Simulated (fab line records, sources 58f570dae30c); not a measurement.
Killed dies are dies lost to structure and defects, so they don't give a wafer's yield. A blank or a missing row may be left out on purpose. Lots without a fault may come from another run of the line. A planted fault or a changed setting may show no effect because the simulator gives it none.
Problem report in the 8D (eight disciplines) form, filled by code | flow berkeley_cmos170 | the parts of the form that need people (team, actions taken, sign-off) are left out

1. THE PROBLEM
GATE_OVL at UCB170_GATE_OVL_MEAS_13 reads a mean of 262 nm on 9 wafers of 3 lots; wafers without a fault read -1 nm with a standard deviation of 5.1. That is +52 standard deviations from the usual mean.
First seen on wafer L175.3, day 8 02:59, on overlay-01. The record holds 39 wafers of 13 lots with a number at this step. Rule for "out", or "out of limits": more than 4 standard deviations from the usual mean. The other wafers with a number count as sound.

2. WHAT IT IS AND WHAT IT IS NOT
question                    | is                     | is not
which readings at this step | GATE_OVL               | -
which lots                  | L174, L175, L179       | L170, L171, L172, L173, L176, L177, L178, L186, L191, L193
which wafers of those lots  | all that have a number | -
read on which gauges        | overlay-01, overlay-02 | -
when                        | from day 8 02:59       | up to then (15 sound wafers); but 15 sound wafers of L177, L178, L186, L191, L193 came after

3. SUSPECTS, AND WHAT RULES EACH OUT
Counting: a tool at a process step up to the reading stays a suspect if it ran every lot that is out and no sound lot after the first of them.
- the gauge at UCB170_GATE_OVL_MEAS_13: ruled out. The wafers that are out were read on 2 gauges (overlay-01, overlay-02).
- krf_scanner-01 at UCB170_GATE_EXPOSE_09 (exposes mask POLY, target cd 350 nm): kept. It ran every lot that is out, first L175 (day 8 02:29), and no sound lot after that; its last sound lot up to then is L173 (day 8 01:52).
Left after counting: krf_scanner-01 at UCB170_GATE_EXPOSE_09.

4. THE CAUSE (what the simulator had put in)
Scanner matching overlay: krf_scanner-01, from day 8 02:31 on, at UCB170_GATE_EXPOSE_09. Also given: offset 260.
Counting left only this tool.

5. THE CHAIN OF EFFECTS, in route order
Each row: a reading whose mean over the struck wafers that have a number lies more than 3 standard deviations from the usual. Only readings for which the record gives a usual standard deviation are gone through. hours: the time from each lot's start at the first step in this table that gives one to its start at this step, as a median over the lots. sigmas: the change in usual standard deviations.
hours | step                    | reading  | usual | on struck wafers | change | sigmas
0     | UCB170_GATE_OVL_MEAS_13 | GATE_OVL | -1 nm | 262              | +263   | +52

6. WHAT WOULD HAVE CAUGHT IT SOONER
In this record the first reading out of limits at a measuring or inspecting step was taken at day 8 02:59, 0 hours after the fault began at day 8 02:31.
Of the tool readings at UCB170_GATE_EXPOSE_09 for which the record gives a usual standard deviation, none was out on any struck wafer, so an alarm limit of 4 standard deviations on them would not have fired.
Of the lots that are out (3), L179 began UCB170_GATE_EXPOSE_09 on krf_scanner-01 after day 8 02:59. A hold on the tool at that time would have spared it.
